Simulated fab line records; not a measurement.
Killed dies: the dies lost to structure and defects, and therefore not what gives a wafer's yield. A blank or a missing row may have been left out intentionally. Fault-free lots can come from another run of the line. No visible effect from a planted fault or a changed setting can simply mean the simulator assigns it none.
Struck lot and sound lot, side by side -- flow rit cmos -- 14 out of 202 route steps
Sound: these wafers, L998.1, L998.2, L998.4. Wafers struck: L107.2, L107.4, L107.5. The cause is named last.
Per side, at each step with rows, come the tool, then ch with its chambers, and then its first start. Under that, the readings that differ: sound wafers -- struck wafers -- difference of the means -- sigmas: that difference in standard deviations of wafers without a fault.
alike: same words and numbers on both sides, and readings whose means sit less than 2 such deviations apart. not compared: any withheld reading, any reading some wafer has no value for, any bound like >300 that may hide the same value, and any number with overlapping values for which the record gives no deviation.
A row with sigmas, a row that says differs or no value, or rows on one side alone: a step with any of these is where the two part. Numbers that don't overlap but have no deviation are shown without sigmas and don't part them. A reading that every wafer of one side lacks parts them only if that side has two wafers or more.

first, 2 steps without rows for these wafers: RIT_NLDD_PEB_04; RIT_NLDD_DEVELOP_05 (develop time 50 s).
RIT_NLDD_OVL_MEAS_06:
  sound: overlay-02 at day 3 02:42; struck: overlay-01 at day 5 02:02
  alike: NLDD_OVL
then, 2 steps without rows for these wafers: RIT_NLDD_HARDBAKE_07 (time 60 s); RIT_NLDD_IMPLANT_08.
RIT_NLDD_STRIP_09: strips in O2, time 180 s.
  sound on plasma asher-02 ch 0,1, day 3 03:02; struck on plasma asher-03 ch 0,1, day 5 02:25
  alike: drypump motor current A, rf refl power W
  not compared: rf hours counter h
RIT_NLDD_TW_MEAS_10:
  sound: film metro-03 at day 3 03:13; struck: film metro-03 at day 5 02:37
  alike: NLDD_TW
then, 5 steps without rows for these wafers: RIT_PLDD_HMDS_00 (prime time 60 s); RIT_PLDD_COAT_01 (resist thk 1000 nm); RIT_PLDD_SOFTBAKE_02 (time 60 s); RIT_PLDD_EXPOSE_03 (exposes mask M8, target cd 40900 nm); RIT_PLDD_PEB_04.
RIT_PLDD_DEVELOP_05: develop time 50 s.
  sound on litho track-01 ch 0, day 3 03:00; struck on litho track-01, day 5 03:00
  no value came back on the struck wafers for chill plate temp C (C), develop time s (s); on the sound wafers chill plate temp C (C) reads 23.01 23.12 23.17
RIT_PLDD_OVL_MEAS_06:
  sound: overlay-01 at day 3 04:07; struck: overlay-01 at day 5 03:38
reading,sound,struck,difference,sigmas
PLDD_OVL (nm),-1.0 -1.3 -1.0,- - -,no value on the struck wafers,

== WHERE THEY PART ==
At RIT_PLDD_DEVELOP_05 first; at RIT_PLDD_OVL_MEAS_06 last (within this record only).

WHY: what had been put in by the simulator
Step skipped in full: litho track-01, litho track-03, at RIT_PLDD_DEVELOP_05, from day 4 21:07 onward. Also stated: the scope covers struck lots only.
